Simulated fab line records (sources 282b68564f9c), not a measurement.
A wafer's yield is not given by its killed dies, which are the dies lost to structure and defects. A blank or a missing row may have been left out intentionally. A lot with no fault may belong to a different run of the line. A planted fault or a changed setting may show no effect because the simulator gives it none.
fab line records / flow rit_cmos
record lots=14 wafers=42 last_day=7
route steps=202 shown M1@184
lots untouched by any fault: they come from a run of this same line in which no faults occurred
start_h: the number of hours between the record's first day and the start of the first shown wafer of the lot / wait_h: hours since the lot's step before / " same as the row above / L1.1+2: a single row standing in for several wafers / - either no value or no given start / * or withheld: withheld / < > ~ a bound
route shown NAME@n: a module of which the file shows steps, and the number in the route of the first / usual: the fault-free wafers' mean and standard deviation / same: alike in all rows / chamber/n: place in a boat / sites: the reading at each site / _std_site: the values' standard deviation / _edge_site: the outer-site mean with the inner-site mean subtracted / radius_mm: for every site, how far away it sits from the centre of the wafer / mask NAME#n: copy n / behind: the most recent tool/chamber to have shaped the wafer / hold: what put the lot on hold/how long, in hours/how the hold closed / device: the transistor (n, p or np) that didn't switch / end of line: tests run on the same wafers once the route is complete / a step with no rows: only its recipe / killed: count of dies lost to structure and defects at first sort (not the wafer's yield) / map: a wafer's dies, x killed, . not, _ none there
set.NAME: setting as actually run; set.NAME@STEP: the setting as run at that earlier step / model.NAME: the simulator's own value behind a step, which no gauge read
steps of the route over a sample of lots; a table a step, a row a wafer
services: a tool's chamber out of use, with start hour (start_h, from the record's first day; less than 0 if before it), hours out, and reason
## steps
# step RIT_M1_SPUTTER_00
# recipe material=Al target_thk_nm=400 power_w=2000 chamber_pressure_pa=0.4195 gas=Ar time_s=500 substrate_temp_c=25
# usual cathode_dc_power_W=2000.0/0.35 throttle_valve_pct=30.4/1
lot.wafer=L604.1 tool=pvd_sputter-01 chamber=- start_h=54.63 wait_h=0.0 cathode_dc_power_W=2000.2 throttle_valve_pct=29.7
lot.wafer=L604.4 tool=pvd_sputter-01 chamber=- start_h=54.63 wait_h=0.0 cathode_dc_power_W=1999.6 throttle_valve_pct=30.0
lot.wafer=L604.5 tool=pvd_sputter-01 chamber=- start_h=54.63 wait_h=0.0 cathode_dc_power_W=1999.6 throttle_valve_pct=29.3
lot.wafer=L605.1 tool=pvd_sputter-02 chamber=- start_h=62.30 wait_h=0.0 cathode_dc_power_W=1999.4 throttle_valve_pct=28.6
lot.wafer=L605.2 tool=pvd_sputter-02 chamber=- start_h=62.30 wait_h=0.0 cathode_dc_power_W=2000.2 throttle_valve_pct=30.8
lot.wafer=L605.5 tool=pvd_sputter-02 chamber=- start_h=62.30 wait_h=0.0 cathode_dc_power_W=2000.3 throttle_valve_pct=28.8
lot.wafer=L606.3 tool=pvd_sputter-03 chamber=- start_h=64.85 wait_h=0.0 cathode_dc_power_W=2000.4 throttle_valve_pct=32.0
lot.wafer=L606.4 tool=pvd_sputter-03 chamber=- start_h=64.85 wait_h=0.0 cathode_dc_power_W=2000.1 throttle_valve_pct=31.0
lot.wafer=L606.6 tool=pvd_sputter-03 chamber=- start_h=64.85 wait_h=0.0 cathode_dc_power_W=1999.8 throttle_valve_pct=31.0
lot.wafer=L608.2 tool=pvd_sputter-03 chamber=- start_h=73.54 wait_h=0.0 cathode_dc_power_W=2000.0 throttle_valve_pct=31.6
lot.wafer=L608.5 tool=pvd_sputter-03 chamber=- start_h=73.54 wait_h=0.0 cathode_dc_power_W=1999.9 throttle_valve_pct=31.1
lot.wafer=L608.6 tool=pvd_sputter-03 chamber=- start_h=73.54 wait_h=0.0 cathode_dc_power_W=2000.4 throttle_valve_pct=31.7
lot.wafer=L610.3 tool=pvd_sputter-03 chamber=- start_h=85.43 wait_h=0.0 cathode_dc_power_W=1999.7 throttle_valve_pct=28.8
lot.wafer=L610.5 tool=pvd_sputter-03 chamber=- start_h=85.43 wait_h=0.0 cathode_dc_power_W=1999.7 throttle_valve_pct=29.2
lot.wafer=L610.6 tool=pvd_sputter-03 chamber=- start_h=85.43 wait_h=0.0 cathode_dc_power_W=2000.2 throttle_valve_pct=30.9
lot.wafer=L613.1 tool=pvd_sputter-02 chamber=- start_h=102.85 wait_h=0.0 cathode_dc_power_W=1999.3 throttle_valve_pct=29.1
lot.wafer=L613.2 tool=pvd_sputter-02 chamber=- start_h=102.85 wait_h=0.0 cathode_dc_power_W=1999.7 throttle_valve_pct=31.0
lot.wafer=L613.4 tool=pvd_sputter-02 chamber=- start_h=102.85 wait_h=0.0 cathode_dc_power_W=1999.8 throttle_valve_pct=31.0
lot.wafer=L614.1 tool=pvd_sputter-03 chamber=- start_h=105.66 wait_h=0.0 cathode_dc_power_W=2000.4 throttle_valve_pct=31.1
lot.wafer=L614.2 tool=pvd_sputter-03 chamber=- start_h=105.66 wait_h=0.0 cathode_dc_power_W=1999.7 throttle_valve_pct=30.9
lot.wafer=L614.3 tool=pvd_sputter-03 chamber=- start_h=105.66 wait_h=0.0 cathode_dc_power_W=2000.0 throttle_valve_pct=31.8
lot.wafer=L615.2 tool=pvd_sputter-02 chamber=- start_h=110.85 wait_h=0.0 cathode_dc_power_W=2000.3 throttle_valve_pct=31.4
lot.wafer=L615.3 tool=pvd_sputter-02 chamber=- start_h=110.85 wait_h=0.0 cathode_dc_power_W=1999.7 throttle_valve_pct=30.8
lot.wafer=L615.4 tool=pvd_sputter-02 chamber=- start_h=110.85 wait_h=0.0 cathode_dc_power_W=1999.4 throttle_valve_pct=28.7
lot.wafer=L616.2 tool=pvd_sputter-03 chamber=- start_h=113.79 wait_h=0.0 cathode_dc_power_W=2000.2 throttle_valve_pct=32.0
lot.wafer=L616.4 tool=pvd_sputter-03 chamber=- start_h=113.79 wait_h=0.0 cathode_dc_power_W=2000.0 throttle_valve_pct=30.8
lot.wafer=L616.5 tool=pvd_sputter-03 chamber=- start_h=113.79 wait_h=0.0 cathode_dc_power_W=2000.9 throttle_valve_pct=31.0
lot.wafer=L619.2 tool=pvd_sputter-02 chamber=- start_h=128.35 wait_h=0.0 cathode_dc_power_W=2000.1 throttle_valve_pct=28.7
lot.wafer=L619.3 tool=pvd_sputter-02 chamber=- start_h=128.35 wait_h=0.0 cathode_dc_power_W=1999.9 throttle_valve_pct=31.0
lot.wafer=L619.5 tool=pvd_sputter-02 chamber=- start_h=128.35 wait_h=0.0 cathode_dc_power_W=2000.3 throttle_valve_pct=30.9
lot.wafer=L621.1 tool=pvd_sputter-02 chamber=- start_h=138.45 wait_h=0.0 cathode_dc_power_W=1999.8 throttle_valve_pct=31.2
lot.wafer=L621.5 tool=pvd_sputter-02 chamber=- start_h=138.45 wait_h=0.0 cathode_dc_power_W=1999.7 throttle_valve_pct=28.7
lot.wafer=L621.6 tool=pvd_sputter-02 chamber=- start_h=138.45 wait_h=0.0 cathode_dc_power_W=2000.2 throttle_valve_pct=30.6
lot.wafer=L623.1 tool=pvd_sputter-02 chamber=- start_h=152.84 wait_h=0.0 cathode_dc_power_W=2000.2 throttle_valve_pct=30.9
lot.wafer=L623.2 tool=pvd_sputter-02 chamber=- start_h=152.84 wait_h=0.0 cathode_dc_power_W=2000.0 throttle_valve_pct=30.9
lot.wafer=L623.4 tool=pvd_sputter-02 chamber=- start_h=152.84 wait_h=0.0 cathode_dc_power_W=2000.5 throttle_valve_pct=30.8
lot.wafer=L623.1 tool=pvd_sputter-02 chamber=- start_h=153.30 wait_h=0.3 cathode_dc_power_W=1999.9 throttle_valve_pct=30.7
lot.wafer=L623.2 tool=pvd_sputter-02 chamber=- start_h=153.30 wait_h=0.3 cathode_dc_power_W=1999.8 throttle_valve_pct=30.6
lot.wafer=L623.4 tool=pvd_sputter-02 chamber=- start_h=153.30 wait_h=0.3 cathode_dc_power_W=2000.9 throttle_valve_pct=30.6
lot.wafer=L625.1 tool=pvd_sputter-02 chamber=- start_h=166.34 wait_h=0.0 cathode_dc_power_W=1999.4 throttle_valve_pct=30.5
lot.wafer=L625.2 tool=pvd_sputter-02 chamber=- start_h=166.34 wait_h=0.0 cathode_dc_power_W=2000.1 throttle_valve_pct=30.9
lot.wafer=L625.5 tool=pvd_sputter-02 chamber=- start_h=166.34 wait_h=0.0 cathode_dc_power_W=2000.0 throttle_valve_pct=30.8
lot.wafer=L625.1 tool=pvd_sputter-02 chamber=- start_h=166.80 wait_h=0.3 cathode_dc_power_W=1999.9 throttle_valve_pct=30.6
lot.wafer=L625.2 tool=pvd_sputter-02 chamber=- start_h=166.80 wait_h=0.3 cathode_dc_power_W=2000.2 throttle_valve_pct=30.8
lot.wafer=L625.5 tool=pvd_sputter-02 chamber=- start_h=166.80 wait_h=0.3 cathode_dc_power_W=2000.5 throttle_valve_pct=31.0
lot.wafer=L627.2 tool=pvd_sputter-02 chamber=- start_h=167.54 wait_h=0.0 cathode_dc_power_W=2000.3 throttle_valve_pct=29.1
lot.wafer=L627.4 tool=pvd_sputter-02 chamber=- start_h=167.54 wait_h=0.0 cathode_dc_power_W=2000.5 throttle_valve_pct=30.7
lot.wafer=L627.6 tool=pvd_sputter-02 chamber=- start_h=167.54 wait_h=0.0 cathode_dc_power_W=1999.8 throttle_valve_pct=29.0
# step RIT_M1_RS_MEAS_01
# recipe thk_meas_gauge=four-point-probe reads=Al_of_M1_SPUTTER_00
# usual M1_AL_RS=0.0751/0.0011
lot.wafer=L604.1 tool=film_metro-02 chamber=- start_h=54.92 wait_h=0.1 M1_AL_RS[ohm/sq]=0.0753
lot.wafer=L604.4 tool=film_metro-02 chamber=- start_h=54.92 wait_h=0.1 M1_AL_RS[ohm/sq]=0.0748
lot.wafer=L604.5 tool=film_metro-02 chamber=- start_h=54.92 wait_h=0.1 M1_AL_RS[ohm/sq]=0.0750
lot.wafer=L605.1 tool=film_metro-03 chamber=- start_h=62.59 wait_h=0.1 M1_AL_RS[ohm/sq]=0.0765
lot.wafer=L605.2 tool=film_metro-03 chamber=- start_h=62.59 wait_h=0.1 M1_AL_RS[ohm/sq]=0.0760
lot.wafer=L605.5 tool=film_metro-03 chamber=- start_h=62.59 wait_h=0.1 M1_AL_RS[ohm/sq]=0.0765
lot.wafer=L606.3 tool=film_metro-01 chamber=- start_h=65.18 wait_h=0.2 M1_AL_RS[ohm/sq]=0.0762
lot.wafer=L606.4 tool=film_metro-01 chamber=- start_h=65.18 wait_h=0.2 M1_AL_RS[ohm/sq]=0.0759
lot.wafer=L606.6 tool=film_metro-01 chamber=- start_h=65.18 wait_h=0.2 M1_AL_RS[ohm/sq]=0.0754
lot.wafer=L608.2 tool=film_metro-03 chamber=- start_h=73.86 wait_h=0.2 M1_AL_RS[ohm/sq]=0.0758
lot.wafer=L608.5 tool=film_metro-03 chamber=- start_h=73.86 wait_h=0.2 M1_AL_RS[ohm/sq]=0.0752
lot.wafer=L608.6 tool=film_metro-03 chamber=- start_h=73.86 wait_h=0.2 M1_AL_RS[ohm/sq]=0.0767
lot.wafer=L610.3 tool=film_metro-02 chamber=- start_h=85.77 wait_h=0.2 M1_AL_RS[ohm/sq]=0.0752
lot.wafer=L610.5 tool=film_metro-02 chamber=- start_h=85.77 wait_h=0.2 M1_AL_RS[ohm/sq]=0.0750
lot.wafer=L610.6 tool=film_metro-02 chamber=- start_h=85.77 wait_h=0.2 M1_AL_RS[ohm/sq]=0.0743
lot.wafer=L613.1 tool=film_metro-01 chamber=- start_h=103.14 wait_h=0.1 M1_AL_RS[ohm/sq]=0.0749
lot.wafer=L613.2 tool=film_metro-01 chamber=- start_h=103.14 wait_h=0.1 M1_AL_RS[ohm/sq]=0.0746
lot.wafer=L613.4 tool=film_metro-01 chamber=- start_h=103.14 wait_h=0.1 M1_AL_RS[ohm/sq]=0.0735
lot.wafer=L614.1 tool=film_metro-01 chamber=- start_h=105.95 wait_h=0.1 M1_AL_RS[ohm/sq]=0.0749
lot.wafer=L614.2 tool=film_metro-01 chamber=- start_h=105.95 wait_h=0.1 M1_AL_RS[ohm/sq]=0.0756
lot.wafer=L614.3 tool=film_metro-01 chamber=- start_h=105.95 wait_h=0.1 M1_AL_RS[ohm/sq]=0.0763
lot.wafer=L615.2 tool=film_metro-01 chamber=- start_h=111.16 wait_h=0.2 M1_AL_RS[ohm/sq]=0.0732
lot.wafer=L615.3 tool=film_metro-01 chamber=- start_h=111.16 wait_h=0.2 M1_AL_RS[ohm/sq]=0.0740
lot.wafer=L615.4 tool=film_metro-01 chamber=- start_h=111.16 wait_h=0.2 M1_AL_RS[ohm/sq]=0.0746
lot.wafer=L616.2 tool=film_metro-02 chamber=- start_h=114.10 wait_h=0.2 M1_AL_RS[ohm/sq]=0.0773
lot.wafer=L616.4 tool=film_metro-02 chamber=- start_h=114.10 wait_h=0.2 M1_AL_RS[ohm/sq]=0.0764
lot.wafer=L616.5 tool=film_metro-02 chamber=- start_h=114.10 wait_h=0.2 M1_AL_RS[ohm/sq]=0.0757
lot.wafer=L619.2 tool=film_metro-02 chamber=- start_h=128.67 wait_h=0.2 M1_AL_RS[ohm/sq]=0.0761
lot.wafer=L619.3 tool=film_metro-02 chamber=- start_h=128.67 wait_h=0.2 M1_AL_RS[ohm/sq]=0.0752
lot.wafer=L619.5 tool=film_metro-02 chamber=- start_h=128.67 wait_h=0.2 M1_AL_RS[ohm/sq]=0.0762
lot.wafer=L621.1 tool=film_metro-03 chamber=- start_h=138.74 wait_h=0.1 M1_AL_RS[ohm/sq]=0.0745
lot.wafer=L621.5 tool=film_metro-03 chamber=- start_h=138.74 wait_h=0.1 M1_AL_RS[ohm/sq]=0.0761
lot.wafer=L621.6 tool=film_metro-03 chamber=- start_h=138.74 wait_h=0.1 M1_AL_RS[ohm/sq]=0.0743
lot.wafer=L623.1 tool=film_metro-01 chamber=- start_h=153.59 wait_h=0.1 M1_AL_RS[ohm/sq]=0.0365
lot.wafer=L623.2 tool=film_metro-01 chamber=- start_h=153.59 wait_h=0.1 M1_AL_RS[ohm/sq]=0.0371
lot.wafer=L623.4 tool=film_metro-01 chamber=- start_h=153.59 wait_h=0.1 M1_AL_RS[ohm/sq]=0.0370
lot.wafer=L623.1 tool=film_metro-01 chamber=- start_h=153.88 wait_h=0.3 M1_AL_RS[ohm/sq]=0.0365
lot.wafer=L623.2 tool=film_metro-01 chamber=- start_h=153.88 wait_h=0.3 M1_AL_RS[ohm/sq]=0.0371
lot.wafer=L623.4 tool=film_metro-01 chamber=- start_h=153.88 wait_h=0.3 M1_AL_RS[ohm/sq]=0.0370
lot.wafer=L625.1 tool=film_metro-03 chamber=- start_h=167.09 wait_h=0.1 M1_AL_RS[ohm/sq]=0.0372
lot.wafer=L625.2 tool=film_metro-03 chamber=- start_h=167.09 wait_h=0.1 M1_AL_RS[ohm/sq]=0.0368
lot.wafer=L625.5 tool=film_metro-03 chamber=- start_h=167.09 wait_h=0.1 M1_AL_RS[ohm/sq]=0.0365
lot.wafer=L625.1 tool=film_metro-03 chamber=- start_h=167.38 wait_h=0.3 M1_AL_RS[ohm/sq]=0.0372
lot.wafer=L625.2 tool=film_metro-03 chamber=- start_h=167.38 wait_h=0.3 M1_AL_RS[ohm/sq]=0.0368
lot.wafer=L625.5 tool=film_metro-03 chamber=- start_h=167.38 wait_h=0.3 M1_AL_RS[ohm/sq]=0.0365
lot.wafer=L627.2 tool=film_metro-03 chamber=- start_h=167.85 wait_h=0.2 M1_AL_RS[ohm/sq]=0.0758
lot.wafer=L627.4 tool=film_metro-03 chamber=- start_h=167.85 wait_h=0.2 M1_AL_RS[ohm/sq]=0.0755
lot.wafer=L627.6 tool=film_metro-03 chamber=- start_h=167.85 wait_h=0.2 M1_AL_RS[ohm/sq]=0.0761
# step RIT_M1_PROBE_99
# usual defect_limited_yield=97.4/1.1 killed_at_M0_to_M3=0.0/0.14 killed_at_contacts=0.0/0.22 killed_at_front_end=6.9/3 killed_dies=6.9/3 killed_open=3.5/2 killed_short=3.4/2.1 sort_bin_3_pad_short=0.1/0.23 sort_bin_5_function=1.5/0.85 sort_bin_6_memory=1.0/0.59 sort_n_pass=257.1/3 sort_yield_pct=97.4/1.1
# same gross_dies=264 killed_at_M4_up=0 killed_at_back_side=0 killed_at_other=0
lot.wafer=L613.1 tool=prober-02 chamber=- start_h=106.86 wait_h=0.1 defect_limited_yield[%]=98.5 killed_at_M0_to_M3=0 killed_at_contacts=0 killed_at_front_end=4 killed_dies=4 killed_open=3 killed_short=1 sort_bin_3_pad_short[%]=0.4 sort_bin_5_function[%]=0 sort_bin_6_memory[%]=1.1 sort_n_pass=260.0 sort_yield_pct[%]=98.5
lot.wafer=L613.2 tool=prober-02 chamber=- start_h=106.91 wait_h=0.1 defect_limited_yield[%]=97.7 killed_at_M0_to_M3=0 killed_at_contacts=1 killed_at_front_end=5 killed_dies=6 killed_open=2 killed_short=4 sort_bin_3_pad_short[%]=0.4 sort_bin_5_function[%]=1.1 sort_bin_6_memory[%]=0.8 sort_n_pass=258.0 sort_yield_pct[%]=97.7
lot.wafer=L613.4 tool=prober-02 chamber=- start_h=107.01 wait_h=0.2 defect_limited_yield[%]=97.7 killed_at_M0_to_M3=0 killed_at_contacts=0 killed_at_front_end=6 killed_dies=6 killed_open=3 killed_short=3 sort_bin_3_pad_short[%]=0 sort_bin_5_function[%]=1.9 sort_bin_6_memory[%]=0.4 sort_n_pass=258.0 sort_yield_pct[%]=97.7
# killed by level:class
L613.1 GATE:geometric_particle:open=2 GATE:geometric_particle:short=1 SPACER:geometric_particle:open=1
L613.2 GATE:geometric_particle:open=2 FOX1:geometric_particle:short=1 REOX:geometric_particle:short=1 SILICIDE:geometric_particle:short=1 CONTACT:geometric_particle:short=1
L613.4 FOX1:geometric_particle:short=1 GATE:geometric_particle:short=1 GATE:geometric_particle:open=1 REOX:geometric_particle:open=1 SPACER:geometric_particle:short=1 SILICIDE:geometric_particle:open=1
## services
tool=pvd_sputter-02 chamber=- start_h=91.07 hours=1.3 kind=repair
tool=pvd_sputter-01 chamber=- start_h=121.45 hours=1.4 kind=repair
## key
first_sign step=RIT_M1_SPUTTER_00 reading=visit direction=added
effect step=RIT_M1_RS_MEAS_01 reading=visit direction=added
effect step=RIT_M1_RS_MEAS_01 reading=M1_AL_RS direction=down sigmas=35 usual=0.0751 struck=0.0368
met_at RIT_M1_SPUTTER_00
struck_lots L623,L625
scrapped_behind RIT_M1_RS_MEAS_01 L623.1,L623.2,L623.4,L625.1,L625.2,L625.5
fault kind=repeated_step_whole tool=pvd_sputter-01,pvd_sputter-02,pvd_sputter-03 chamber=- onset_h=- steps=RIT_M1_SPUTTER_00 times=1 scope=struck_lots_only
